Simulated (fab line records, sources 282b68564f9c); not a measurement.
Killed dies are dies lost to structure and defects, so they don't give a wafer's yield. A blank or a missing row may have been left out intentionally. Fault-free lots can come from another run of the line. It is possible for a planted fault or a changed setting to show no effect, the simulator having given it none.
Split-lot trial | flow rit cmos | 23 wafers read from 5 lots, route of 202 steps

## THE SPLIT
At RIT_REOX_OXIDATION_03 (target thk 25.2 nm, ox time 5580 s), the setting temp c was moved away from the recipe's 900 C on 10 of the 23 wafers read, by +1.0% to +1.8%. All remaining wafers had this setting at the recipe value.

Between the split and the reading, the file records no step.

## THE READING
At RIT_REOX_THK_MEAS_04: REOX_OXIDE_THK, given in nm. Fault-free wafers of this fab line usually give 25.1 nm, standard deviation 0.43 nm.

wafer  | tool, chamber at the split | temp c as run, C | against the recipe | REOX_OXIDE_THK, nm | against lot-mates on the recipe
L076.2 | -, -                       | 900              | recipe             | 25.8               | -
L076.3 | -, -                       | 900              | recipe             | 25.6               | -
L076.4 | -, -                       | 900              | recipe             | 25.9               | -
L076.5 | -, -                       | 900              | recipe             | 25.9               | -
L076.6 | -, -                       | 900              | recipe             | 25.7               | -
L077.1 | -, -                       | 909.3            | +1.0%              | 28.3               | no lot-mate on the recipe
L077.2 | -, -                       | 909.3            | +1.0%              | 27.7               | no lot-mate on the recipe
L077.3 | -, -                       | 909.3            | +1.0%              | 28.1               | no lot-mate on the recipe
L077.4 | -, -                       | 909.3            | +1.0%              | 28.0               | no lot-mate on the recipe
L077.6 | -, -                       | 909.3            | +1.0%              | 28.0               | no lot-mate on the recipe
L079.1 | -, -                       | 900              | recipe             | 24.6               | -
L079.2 | -, -                       | 900              | recipe             | 25.3               | -
L079.3 | -, -                       | 900              | recipe             | 25.0               | -
L079.5 | -, -                       | 900              | recipe             | 24.8               | -
L079.6 | -, -                       | 900              | recipe             | 25.1               | -
L081.1 | -, -                       | 916.6            | +1.8%              | 29.8               | no lot-mate on the recipe
L081.3 | -, -                       | 916.6            | +1.8%              | 29.9               | no lot-mate on the recipe
L081.4 | -, -                       | 916.6            | +1.8%              | 29.9               | no lot-mate on the recipe
L081.5 | -, -                       | 916.6            | +1.8%              | 29.8               | no lot-mate on the recipe
L081.6 | -, -                       | 916.6            | +1.8%              | 29.6               | no lot-mate on the recipe
L084.2 | furnace-01, 0              | 900              | recipe             | 25.0               | -
L084.4 | furnace-01, 0              | 900              | recipe             | 24.7               | -
L084.6 | furnace-01, 0              | 900              | recipe             | 24.9               | -

THE FIT
A straight line over all 23 wafers: REOX_OXIDE_THK changes by +2.5 nm for each +1% of temp c; r = +0.98; the points scatter about the line by 0.38 nm.
Too few moved wafers with a lot-mate on the recipe to fit a line net of each lot's own level.

## THE WHOLE CHAIN: every reading that the file lists as answering this split, in the file's order
step                  | what it does                       | reading                                                                           | change (the file's fit)             | r (the file's)
RIT_REOX_OXIDATION_03 | target thk 25.2 nm, ox time 5580 s | SiO2_of_REOX_OXIDATION_03.thk nm (the simulator's own value, which no gauge read) | +2.5 nm for each +1% of the setting | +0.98
RIT_REOX_THK_MEAS_04  |                                    | REOX_OXIDE_THK                                                                    | +2.5 for each +1% of the setting    | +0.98
RIT_M1_PROBE_99       |                                    | etest.pldd.rs ohm sq (the simulator's own value, which no gauge read)             | +163 for each +1% of the setting    | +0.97
RIT_M1_PROBE_99       |                                    | etest.nldd.rs ohm sq (the simulator's own value, which no gauge read)             | +56.7 for each +1% of the setting   | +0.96
RIT_M1_PROBE_99       |                                    | etest.pldd.line ohm um (the simulator's own value, which no gauge read)           | +49.6 for each +1% of the setting   | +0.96

## THE FILE'S OWN FIT
REOX_OXIDE_THK changes by +2.5 nm for each +1% of temp c, r = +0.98.
